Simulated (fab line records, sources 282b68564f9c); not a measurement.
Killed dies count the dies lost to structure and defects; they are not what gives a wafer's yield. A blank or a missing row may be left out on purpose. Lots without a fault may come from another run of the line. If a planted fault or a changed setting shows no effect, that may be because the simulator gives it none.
fab line records	flow ritCmos
record: lots: 6	wafers: 18	lastDay: 7
route steps=202 shown ACTIVE@1 FOX1@20 FOX2@23 NWELL@28 M1@202
lots that met no fault: from a run of the same line without faults
startH: start of the lot's first displayed wafer, in hours after the record's first day	waitH: hours from the lot's prior step to this one	" unchanged from the row above	L1.1+2: a row that stands for several wafers	- either no value or no given start	* or withheld: withheld	< > ~ a bound
route shown NAME@n: NAME is a module with steps in the file, n the number in the route of the first one	usual: mean and standard deviation over wafers with no fault	same: alike in all rows	chamber/n: place in a boat	sites: readings site by site	_std_site: the values' standard deviation	_edge_site: outer sites' mean less inner sites'	radiusMm: how far each site lies from the wafer's centre	mask NAME#n: copy n	behind: the most recent tool/chamber to have shaped the wafer	hold: cause of the lot's hold/its duration in hours/its outcome	device: the transistor (n, p or np) that didn't switch	end of line: tests of these same wafers at the route's end	where a step has no rows: the recipe by itself	killed: the dies lost at the first sort to structure and to defects; this is not the yield of the wafer	map: per-die view of a wafer (x killed, . not killed, _ where there is no die)
set.NAME: setting as actually run; set.NAME@STEP: the setting as run at that earlier step	model.NAME: the simulator's own value behind a step, which no gauge read
lots seen at some steps along the route; tables by step, rows by wafer
services: the hour from which a tool's chamber was out of use, counted from the record's first day as startH (under 0 if before that day), plus the number of hours and why
== steps ==
step: RIT_ACTIVE_BOW_MEAS_00
recipe: mode: bow
usual: INCOMING_BOW: 0/6
lot.wafer	tool	chamber	startH	waitH	INCOMING_BOW[um]
L589.2	filmMetro-01	-	40.02	-	-7
L589.4	"	-	"	"	5
L589.6	"	-	"	"	-5
L591.2	filmMetro-04	-	50.02	-	-1
L591.4	"	-	"	"	1
L591.6	"	-	"	"	6
L592.2	filmMetro-03	-	55.02	-	0
L592.3	"	-	"	"	-9
L592.5	"	-	"	"	-13
L603.1	filmMetro-01	-	110.00	-	-6
L603.3	"	-	"	"	0
L603.5	"	-	"	"	-1
L605.2	filmMetro-03	-	120.02	-	1
L605.3	"	-	"	"	-9
L605.5	"	-	"	"	-6
L606.3	filmMetro-03	-	125.04	-	-15
L606.4	"	-	"	"	0
L606.5	"	-	"	"	10
step: RIT_ACTIVE_OXIDATION_01
recipe: tempC: 1000	ambient: O2	targetThkA: 468	oxTimeS: 3360
usual: oxTempC: 1000.0/0.46
lot.wafer	tool	chamber	startH	waitH	oxTempC
L589.2	furnace-01	0	41.15	1.1	999.4
L589.4	"	0	"	"	999.3
L589.6	"	0	"	"	999.0
L591.2	furnace-03	0	50.33	0.3	999.7
L591.4	"	0	"	"	999.3
L591.6	"	0	"	"	999.7
L592.2	furnace-04	0	57.54	2.5	999.8
L592.3	"	0	"	"	1000.1
L592.5	"	0	"	"	1000.9
L603.1	furnace-03	0	110.68	0.7	999.4
L603.3	"	0	"	"	999.6
L603.5	"	0	"	"	999.6
L605.2	furnace-03	0	120.12	0.1	999.6
L605.3	"	0	"	"	999.2
L605.5	"	0	"	"	999.9
L606.3	furnace-04	0	126.17	1.1	1000.6
L606.4	"	0	"	"	1000.9
L606.5	"	0	"	"	1000.0
step: RIT_ACTIVE_THK_MEAS_02
recipe: reads: SiO2_of_ACTIVE_OXIDATION_01
usual: ACTIVE_OXIDE_THK: 46.6/0.89
lot.wafer	tool	chamber	startH	waitH	ACTIVE_OXIDE_THK[nm]
L589.2	filmMetro-01	-	43.09	0.0	46.4
L589.4	"	-	"	"	47.0
L589.6	"	-	"	"	46.4
L591.2	filmMetro-01	-	52.27	0.0	48.3
L591.4	"	-	"	"	47.9
L591.6	"	-	"	"	47.6
L592.2	filmMetro-03	-	59.48	0.0	46.7
L592.3	"	-	"	"	45.9
L592.5	"	-	"	"	46.8
L603.1	filmMetro-01	-	112.61	0.0	46.9
L603.3	"	-	"	"	47.2
L603.5	"	-	"	"	47.3
L605.2	filmMetro-03	-	122.06	0.0	47.3
L605.3	"	-	"	"	47.0
L605.5	"	-	"	"	46.8
L606.3	filmMetro-03	-	128.12	0.0	44.9
L606.4	"	-	"	"	44.8
L606.5	"	-	"	"	45.3
step: RIT_ACTIVE_CVD_03
recipe: material: Si3N4	targetThkNm: 150	tempC: 810	precursor: SiH2Cl2/NH3	timeS: 1500	pressureMtorr: 300	sih2cl2FlowSccm: 60	nh3FlowSccm: 150
step: RIT_ACTIVE_THK_MEAS_04
recipe: reads: Si3N4_of_ACTIVE_CVD_03
usual: ACTIVE_NITRIDE_THK: 150.2/1.7
lot.wafer	tool	chamber	startH	waitH	ACTIVE_NITRIDE_THK[nm]
L589.2	filmMetro-01	-	44.57	0.0	151.5
L589.4	"	-	"	"	150.3
L589.6	"	-	"	"	150.8
L591.2	filmMetro-04	-	53.75	0.0	147.2
L591.4	"	-	"	"	147.7
L591.6	"	-	"	"	147.4
L592.2	filmMetro-04	-	60.96	0.0	148.2
L592.3	"	-	"	"	147.6
L592.5	"	-	"	"	147.8
L603.1	filmMetro-01	-	114.09	0.0	151.9
L603.3	"	-	"	"	151.2
L603.5	"	-	"	"	151.9
L605.2	filmMetro-03	-	123.54	0.0	150.9
L605.3	"	-	"	"	150.3
L605.5	"	-	"	"	150.9
L606.3	filmMetro-01	-	129.60	0.0	150.3
L606.4	"	-	"	"	149.3
L606.5	"	-	"	"	150.4
step: RIT_ACTIVE_HMDS_05
recipe: primeTimeS: 60	primeTempC: 140
step: RIT_ACTIVE_COAT_06
recipe: resist: NOVOLAK	spinRpm: 3250	resistThkNm: 1000
step: RIT_ACTIVE_SOFTBAKE_07
recipe: resist: NOVOLAK	tempC: 90	timeS: 60
step: RIT_ACTIVE_EXPOSE_08
recipe: maskId: M1	na: 0.6	sourceShape: conventional	sigmaOuter: 0.6	targetCdNm: 1400	doseMj: 225
step: RIT_ACTIVE_PEB_09
recipe: resist: NOVOLAK	tempC: withheld	timeS: withheld
step: RIT_ACTIVE_DEVELOP_10
recipe: resist: NOVOLAK	developTimeS: 50	devTempC: 23
step: RIT_ACTIVE_CD_MEAS_11
recipe: targetCdNm: 1400
usual: cdNm: 1400.6/2.3
lot.wafer	tool	chamber	startH	waitH	cdNm
L589.2	cdSem-01	-	45.49	-	1404.2
L589.4	"	-	"	"	1402.5
L589.6	"	-	"	"	1403.3
L591.2	cdSem-01	-	54.67	-	1400.1
L591.4	"	-	"	"	1399.1
L591.6	"	-	"	"	1398.1
L592.2	cdSem-01	-	61.88	-	1399.9
L592.3	"	-	"	"	1399.5
L592.5	"	-	"	"	1397.4
L603.1	cdSem-02	-	115.00	-	1400.8
L603.3	"	-	"	"	1403.2
L603.5	"	-	"	"	1403.8
L605.2	cdSem-02	-	124.49	-	1401.3
L605.3	"	-	"	"	1401.2
L605.5	"	-	"	"	1399.1
L606.3	cdSem-02	-	130.66	-	1400.8
L606.4	"	-	"	"	1400.8
L606.5	"	-	"	"	1399.1
step: RIT_ACTIVE_HARDBAKE_12
recipe: resist: NOVOLAK	tempC: 140	timeS: 60
step: RIT_ACTIVE_ETCH_13
recipe: stopOn: SiO2	chemistry: SF6	target: Si3N4	timeS: 210	overEtchFrac: 0.4	SF6_flow_sccm: 200	pressureMtorr: 260	rfW: 125	targetDepthA: 2100
usual: drypumpMotorCurrentA: 5.9/0.43	oesProductAu: 0.822/0.011	throttleValvePct: 7.50/0.11
same: overEtchFrac: 0.4	timeS: 210
lot.wafer	tool	chamber	startH	waitH	drypumpMotorCurrentA	oesProductAu	rfHoursCounterH	throttleValvePct
L589.2	rieDiel-04	0	46.04	0.1	6.4	0.828	6	7.47
L589.4	"	2	"	"	5.6	0.826	49	7.45
L589.6	"	1	"	"	5.6	0.804	-	7.59
L591.2	rieDiel-01	3	54.92	0.1	6.6	0.817	165	7.67
L591.4	"	0	"	"	6.4	0.819	156	7.41
L591.6	"	2	"	"	6.3	0.823	-	7.39
L592.2	rieDiel-04	0	62.13	0.1	6.4	0.816	6	7.50
L592.3	"	3	"	"	5.4	0.820	17	7.62
L592.5	"	1	"	"	5.6	0.794	-	7.58
L603.1	rieDiel-01	2	115.27	0.1	6.2	0.832	77	7.39
L603.3	"	3	"	"	6.6	0.815	0	7.66
L603.5	"	2	"	"	6.2	0.828	-	7.37
L605.2	rieDiel-04	2	124.74	0.1	5.6	0.821	51	7.46
L605.3	"	3	"	"	5.4	0.832	18	7.62
L605.5	"	0	"	"	6.4	0.814	-	7.47
L606.3	rieDiel-04	2	130.89	0.1	5.6	0.821	51	7.44
L606.4	"	1	"	"	5.6	0.801	8	7.59
L606.5	"	3	"	"	5.4	0.822	-	7.64
step: RIT_ACTIVE_STRIP_14
recipe: chemistry: O2	timeS: 180	resist: NOVOLAK	platenTempC: withheld	powerW: 500	pressureMtorr: 4000	o2FlowSccm: 4000
usual: drypumpMotorCurrentA: 5.43/0.2
same: timeS: 180
lot.wafer	tool	chamber	startH	waitH	drypumpMotorCurrentA	rfHoursCounterH
L589.2	plasmaAsher-01	0	46.18	0.1	5.53	36
L589.4	"	1	"	"	5.18	-
L589.6	"	0	"	"	5.53	-
L591.2	plasmaAsher-01	1	55.05	0.1	5.16	37
L591.4	"	0	"	"	5.54	-
L591.6	"	1	"	"	5.14	-
L592.2	plasmaAsher-04	1	62.26	0.1	5.14	26
L592.3	"	1	"	"	5.11	-
L592.5	"	1	"	"	5.11	-
L603.1	plasmaAsher-04	0	115.40	0.1	5.65	32
L603.3	"	1	"	"	5.12	-
L603.5	"	0	"	"	5.65	-
L605.2	plasmaAsher-04	1	124.87	0.1	5.14	33
L605.3	"	1	"	"	5.14	-
L605.5	"	0	"	"	5.68	-
L606.3	plasmaAsher-02	0	131.08	0.1	5.62	-
L606.4	"	1	"	"	5.49	-
L606.5	"	0	"	"	5.57	-
step: RIT_ACTIVE_CD_MEAS_90
recipe: targetCdNm: 1400
usual: cdNm: 1400.6/2.4
lot.wafer	tool	chamber	startH	waitH	cdNm
L589.2	cdSem-01	-	46.37	0.1	1404.8
L589.4	"	-	"	"	1402.4
L589.6	"	-	"	"	1403.3
L591.2	cdSem-01	-	55.25	0.1	1399.9
L591.4	"	-	"	"	1399.2
L591.6	"	-	"	"	1398.0
L592.2	cdSem-02	-	62.46	0.1	1400.4
L592.3	"	-	"	"	1398.8
L592.5	"	-	"	"	1397.6
L603.1	cdSem-01	-	115.58	0.1	1401.4
L603.3	"	-	"	"	1403.3
L603.5	"	-	"	"	1404.2
L605.2	cdSem-02	-	125.07	0.1	1401.0
L605.3	"	-	"	"	1401.2
L605.5	"	-	"	"	1399.1
L606.3	cdSem-01	-	131.23	0.1	1400.5
L606.4	"	-	"	"	1401.5
L606.5	"	-	"	"	1398.9
step: RIT_ACTIVE_CLEAN_15
recipe: chemistry: SC1	mix: 3:3:50	timeS: 600	tempC: 75
step: RIT_ACTIVE_CLEAN_16
recipe: chemistry: dHF	dilution: 50:1	timeS: 30
step: RIT_ACTIVE_CLEAN_17
recipe: chemistry: SC2	mix: 3:3:50	timeS: 600	tempC: 75	dry: n2Spin
step: RIT_FOX1_OXIDATION_00
recipe: tempC: 1100	ambient: H2O	targetThkA: 3507	pH2oTorr: 720	oxTimeS: 1130
step: RIT_FOX1_THK_MEAS_01
recipe: reads: SiO2_of_FOX1_OXIDATION_00
usual: FOX1_OXIDE_THK: 349/7.2
lot.wafer	tool	chamber	startH	waitH	FOX1_OXIDE_THK[nm]
L589.2	filmMetro-04	-	48.16	0.0	345
L589.4	"	-	"	"	342
L589.6	"	-	"	"	343
L591.2	filmMetro-02	-	58.92	0.0	350
L591.4	"	-	"	"	345
L591.6	"	-	"	"	355
L592.2	filmMetro-01	-	65.12	0.0	351
L592.3	"	-	"	"	351
L592.5	"	-	"	"	355
L603.1	filmMetro-02	-	118.62	0.0	355
L603.3	"	-	"	"	351
L603.5	"	-	"	"	355
L605.2	filmMetro-01	-	129.04	0.0	343
L605.3	"	-	"	"	339
L605.5	"	-	"	"	342
L606.3	filmMetro-02	-	133.39	0.0	340
L606.4	"	-	"	"	339
L606.5	"	-	"	"	343
step: RIT_FOX1_WET_ETCH_02
recipe: chemistry: BOE	targetDepthNm: 350	timeS: 390	tempC: 21.5	dry: n2Spin	dilution: 10:1	target: SiO2
step: RIT_FOX2_OXIDATION_00
recipe: tempC: 1100	ambient: H2O	targetThkA: 3507	pH2oTorr: 720	oxTimeS: 1130
step: RIT_FOX2_THK_MEAS_01
recipe: reads: SiO2_of_FOX2_OXIDATION_00
usual: FOX2_OXIDE_THK: 348/6.5
lot.wafer	tool	chamber	startH	waitH	FOX2_OXIDE_THK[nm]
L589.2	filmMetro-01	-	49.97	0.0	343
L589.4	"	-	"	"	339
L589.6	"	-	"	"	340
L591.2	filmMetro-03	-	60.80	0.0	337
L591.4	"	-	"	"	332
L591.6	"	-	"	"	332
L592.2	filmMetro-02	-	70.75	0.0	345
L592.3	"	-	"	"	350
L592.5	"	-	"	"	354
L603.1	filmMetro-02	-	120.11	0.0	348
L603.3	"	-	"	"	342
L603.5	"	-	"	"	347
L605.2	filmMetro-03	-	130.54	0.0	349
L605.3	"	-	"	"	346
L605.5	"	-	"	"	345
L606.3	filmMetro-03	-	134.88	0.0	352
L606.4	"	-	"	"	349
L606.5	"	-	"	"	346
step: RIT_FOX2_CLEAN_02
recipe: chemistry: dHF	dilution: 50:1	timeS: 180
step: RIT_FOX2_WET_ETCH_03
recipe: chemistry: H3PO4	target: Si3N4	targetDepthNm: 195	tempC: 165	timeS: 2700
step: RIT_FOX2_THK_MEAS_90
recipe: reads: SiO2_of_FOX2_OXIDATION_00
usual: FIELD_OXIDE_LEFT_1_THK: 320/6.5
lot.wafer	tool	chamber	startH	waitH	FIELD_OXIDE_LEFT_1_THK[nm]
L589.2	filmMetro-01	-	50.85	0.0	316
L589.4	"	-	"	"	312
L589.6	"	-	"	"	312
L591.2	filmMetro-02	-	61.67	0.0	310
L591.4	"	-	"	"	305
L591.6	"	-	"	"	305
L592.2	filmMetro-03	-	71.70	0.0	317
L592.3	"	-	"	"	322
L592.5	"	-	"	"	326
L603.1	filmMetro-02	-	121.06	0.0	321
L603.3	"	-	"	"	315
L603.5	"	-	"	"	320
L605.2	filmMetro-02	-	132.17	0.0	321
L605.3	"	-	"	"	319
L605.5	"	-	"	"	318
L606.3	filmMetro-01	-	135.75	0.0	325
L606.4	"	-	"	"	322
L606.5	"	-	"	"	319
step: RIT_NWELL_HMDS_00
recipe: primeTimeS: 60	primeTempC: 140
step: RIT_NWELL_COAT_01
recipe: resist: NOVOLAK	spinRpm: 2000	resistThkNm: 1300
step: RIT_NWELL_SOFTBAKE_02
recipe: resist: NOVOLAK	tempC: 90	timeS: 60
step: RIT_NWELL_EXPOSE_03
recipe: maskId: M2	na: 0.57	targetCdNm: 43900	doseMj: 250
step: RIT_M1_PROBE_99
usual: killed_at_M0_to_M3: 0.0/0.083	killedAtFrontEnd: 7/3	killedDies: 7/3	killedOnRim: 2/1.4	killedOpen: 3.6/1.9	killedShort: 3.2/1.8
same: grossDies: 264	killed_at_M4_up: 0	killedAtBackSide: 0	killedAtContacts: 0	killedAtOther: 0
lot.wafer	tool	chamber	startH	waitH	killed_at_M0_to_M3	killedAtFrontEnd	killedDies	killedOnRim	killedOpen	killedShort
L589.2	prober-02	-	92.92	0.1	0	9	9	2	5	4
L589.4	prober-02	-	93.02	0.2	0	10	10	2	6	4
L589.6	prober-02	-	93.12	0.2	1	2	3	2	2	1
L591.2	prober-02	-	103.63	0.1	0	5	5	1	3	2
L591.4	prober-02	-	103.73	0.2	0	8	8	1	3	5
L591.6	prober-02	-	103.83	0.2	0	7	7	2	5	2
L592.2	prober-02	-	114.10	0.1	0	14	14	6	7	7
L592.3	prober-02	-	114.15	0.2	0	8	8	3	4	4
L592.5	prober-02	-	114.25	0.2	0	9	9	4	6	3
L603.1	prober-02	-	161.23	0.1	0	85	85	24	5	3
L603.3	prober-02	-	161.33	0.2	0	97	97	25	0	0
L603.5	prober-02	-	161.43	0.2	0	72	72	16	2	3
L605.2	prober-02	-	172.69	0.1	0	92	92	26	1	3
L605.3	prober-02	-	172.74	0.2	0	85	85	25	2	2
L605.5	prober-02	-	172.84	0.2	0	81	81	18	3	3
L606.3	prober-01	-	177.76	0.2	0	2	2	1	1	1
L606.4	prober-01	-	177.81	0.2	0	8	8	3	4	4
L606.5	prober-01	-	177.86	0.2	0	4	4	0	2	2
killed by level:class
L589.2 SPACER:geometricParticle:short=3 FOX2:geometricParticle:open=2 REOX:geometricParticle:open=2 FOX1:geometricParticle:short=1 SPACER:geometricParticle:open=1
L589.4 SPACER:geometricParticle:open=3 REOX:geometricParticle:short=2 FOX1:geometricParticle:short=1 FOX2:geometricParticle:open=1 GATE:geometricParticle:open=1 GATE:geometricParticle:short=1 REOX:geometricParticle:open=1
L589.6 FOX1:geometricParticle:open=1 SPACER:geometricParticle:open=1 M1:geometricParticle:short=1
L591.2 GATE:geometricParticle:short=2 FOX2:geometricParticle:open=1 GATE:geometricParticle:open=1 SPACER:geometricParticle:open=1
L591.4 REOX:geometricParticle:short=2 GATE:geometricParticle:open=1 GATE:geometricParticle:short=1 REOX:geometricParticle:open=1 SPACER:geometricParticle:open=1 SPACER:geometricParticle:short=1 SILICIDE:geometricParticle:short=1
L591.6 SPACER:geometricParticle:open=3 GATE:geometricParticle:open=2 GATE:geometricParticle:short=1 REOX:geometricParticle:short=1
L592.2 GATE:geometricParticle:short=4 GATE:geometricParticle:open=2 REOX:geometricParticle:open=2 SPACER:geometricParticle:short=2 FOX1:geometricParticle:open=1 FOX2:geometricParticle:open=1 SPACER:geometricParticle:open=1 STARTING-WAFER:geometricParticle:short=1
L592.3 GATE:geometricParticle:short=2 FOX1:geometricParticle:open=1 FOX2:geometricParticle:open=1 GATE:geometricParticle:open=1 REOX:geometricParticle:short=1 REOX:geometricParticle:open=1 SILICIDE:geometricParticle:short=1
L592.5 REOX:geometricParticle:open=2 REOX:geometricParticle:short=2 SPACER:geometricParticle:open=2 GATE:geometricParticle:open=1 GATE:geometricParticle:short=1 SILICIDE:geometricParticle:open=1
L603.1 ACTIVE:unspecified=77 SILICIDE:geometricParticle:open=3 GATE:geometricParticle:open=2 REOX:geometricParticle:short=2 SILICIDE:geometricParticle:short=1
L603.3 ACTIVE:unspecified=97
L603.5 ACTIVE:unspecified=67 FOX2:geometricParticle:short=1 GATE:geometricParticle:short=1 GATE:geometricParticle:open=1 SPACER:geometricParticle:short=1 SILICIDE:geometricParticle:open=1
L605.2 ACTIVE:unspecified=88 GATE:geometricParticle:short=2 FOX1:geometricParticle:short=1 FOX1:geometricParticle:open=1
L605.3 ACTIVE:unspecified=81 FOX1:geometricParticle:short=1 FOX2:geometricParticle:open=1 REOX:geometricParticle:open=1 SILICIDE:geometricParticle:short=1
L605.5 ACTIVE:unspecified=75 FOX1:geometricParticle:open=1 FOX1:geometricParticle:short=1 GATE:geometricParticle:open=1 REOX:geometricParticle:short=1 SILICIDE:geometricParticle:short=1 SILICIDE:geometricParticle:open=1
L606.3 FOX2:geometricParticle:open=1 GATE:geometricParticle:short=1
L606.4 GATE:geometricParticle:short=3 GATE:geometricParticle:open=2 FOX2:geometricParticle:open=1 REOX:geometricParticle:open=1 SILICIDE:geometricParticle:short=1
L606.5 GATE:geometricParticle:open=1 REOX:geometricParticle:short=1 REOX:geometricParticle:open=1 SPACER:geometricParticle:short=1
map L603.3 (x killed, . not)
________x.x.x.._______
_____.....x.xx..x.____
____...xx.x..x.x...___
___.x.x.x.x...x...x.__
__.x.xxx.....xx.....x_
__.x..x.x..x.x.....xx_
_...x.x...xxx.x.x..x.x
_...........x.xxxx..x.
_xx.x.x.xx..x...x..xxx
_xxx..x..xxx.x..x..xxx
__...xx......xx..x..._
__...xx.xx..x....x.xx_
___x....x.x..x.x.x.x__
____.x.......x.....___
_____......x.....x____
________.xx.x.._______
map L605.2 (x killed, . not)
________......._______
_____xx.xxx...xx..____
____x......x...x...___
___x..x.......x.....__
__...x..x......xx.x.x_
__x..x.xx.xxx.xxx...._
_.x....xx..xx..xx.x...
_.xxxxx..x....xx...xx.
_.xxx..x.....x....xxx.
_.x......x...xxx.x....
__.x..x...x...x.x...x_
__...x.x.x..x......xx_
___xx.xx....xx..x.xx__
____xx........x..x.___
_____xx...x....xx.____
________...x..._______
== services ==
tool	chamber	startH	hours	kind
furnace-01	-	18.07	4.0	pm
furnace-03	-	22.35	5.1	pm
furnace-04	-	23.89	11.9	pm
rieDiel-01	-	24.98	0.3	repair
rieDiel-04	0	53.80	4.5	repair
plasmaAsher-04	-	73.26	1.3	repair
rieDiel-01	3	78.66	-	clean
rieDiel-01	3	78.66	17.7	scheduledDown
rieDiel-01	3	78.66	17.7	ventCycle
rieDiel-01	1	105.76	1.6	repair
rieDiel-01	0	116.49	5.1	repair
rieDiel-01	0	121.58	-	clean
rieDiel-01	0	121.58	17.5	scheduledDown
rieDiel-01	0	121.58	17.5	ventCycle
== key ==
firstSign: step: RIT_M1_PROBE_99	reading: killedAtFrontEnd	direction: up	sigmas: 26	usual: 7	struck: 85
effect: step: RIT_M1_PROBE_99	reading: killedDies	direction: up	sigmas: 26	usual: 7	struck: 85
metAt RIT_ACTIVE_OXIDATION_01
struckWafers L603.1,L603.3,L603.5,L605.2,L605.3,L605.5
testerLeftOut L603,L605
onsetBetween 50.33 110.68
alsoFits RIT_ACTIVE_STRIP_14:plasmaAsher-04
fault: kind: chamberParticleSource	tool: furnace-03	chamber: -	onsetH: 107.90	steps: RIT_ACTIVE_OXIDATION_01	ratePerVisitCm2: 0.63162	endH: 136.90
testerLeftOut: of these lots the tester's yield and bins aren't shown, on N5 and GAA mostly nor the transistor test; their killed dies are dies lost to structure and defects alone, not to doping, threshold or leakage, so they don't give the yield
